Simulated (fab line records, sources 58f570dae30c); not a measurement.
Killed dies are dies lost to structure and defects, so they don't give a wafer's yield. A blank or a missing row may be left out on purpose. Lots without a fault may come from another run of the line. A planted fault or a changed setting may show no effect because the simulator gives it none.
Which tool did it? | flow berkeley_cmos170 | 7 lots, 21 wafers sampled, at 2 steps of a route of 331

WHAT THE GAUGES READ, wafer by wafer
UCB170_V1_THK_MEAS_01.
lot  | measured     | on            | V1_TEOS_THK (nm)
L918 | day 8 09:29  | film_metro-03 | 2015 2016 2027
L920 | day 9 12:00  | film_metro-04 | 1996 1996 2052
L922 | day 9 16:23  | film_metro-03 | 1988 1997 1990
L924 | day 10 01:18 | film_metro-04 | 1961 1997 1988
L928 | day 10 13:09 | film_metro-02 | 1994 1995 2022
L932 | day 11 06:43 | film_metro-02 | 2030 2031 2021
L938 | day 12 23:22 | film_metro-04 | 2513 2540 2557 2514 2540 2555

WHICH TOOL RAN EACH LOT (tool, then ch and the chambers of the sampled wafers, then the start)
lot  | UCB170_V1_CVD_00
L918 | pecvd-03 ch 0,1, day 8 09:19
L920 | pecvd-01 ch 0,1,2, day 9 11:51
L922 | pecvd-03 ch 0,1,2, day 9 16:13
L924 | pecvd-03 ch 0,2, day 10 01:08
L928 | pecvd-01 ch 0,2, day 10 12:59
L932 | pecvd-01 ch 0,1,2, day 11 06:37
L938 | pecvd-01 ch 1,2, day 12 23:13
- UCB170_V1_CVD_00: deposits SiO2 from TEOS/O2, target thk 2000 nm, time 250 s.

THE ANSWER, worked out from the rows above alone
Rule: what is usual is taken from the lots themselves. Put in order of their means at a reading, lots are off if they are a third of the lots or fewer, leave a main group of 4 or more, and stand apart from it by a gap of 3 or more times the standard deviation of the main group's means; of several such gaps the widest counts. A main group whose means are all the same, to the digits that the tables above print for the reading, isn't used. A lot without any number at a reading at which 4 lots or more have one is off too. The other lots that the step has rows for count as sound.
Off: L938, at UCB170_V1_THK_MEAS_01 (V1_TEOS_THK). The main group: mean 2006 nm, standard deviation 16.
A tool fits if, at a process step before that reading, it ran every lot that is off, and no sound lot after the first of them. The gauges at UCB170_V1_THK_MEAS_01 are tried like those tools. Can't be told from this: 2 tools fit, pecvd-01 at UCB170_V1_CVD_00, film_metro-04 at UCB170_V1_THK_MEAS_01.

WHAT THE SIMULATOR HAD PUT IN
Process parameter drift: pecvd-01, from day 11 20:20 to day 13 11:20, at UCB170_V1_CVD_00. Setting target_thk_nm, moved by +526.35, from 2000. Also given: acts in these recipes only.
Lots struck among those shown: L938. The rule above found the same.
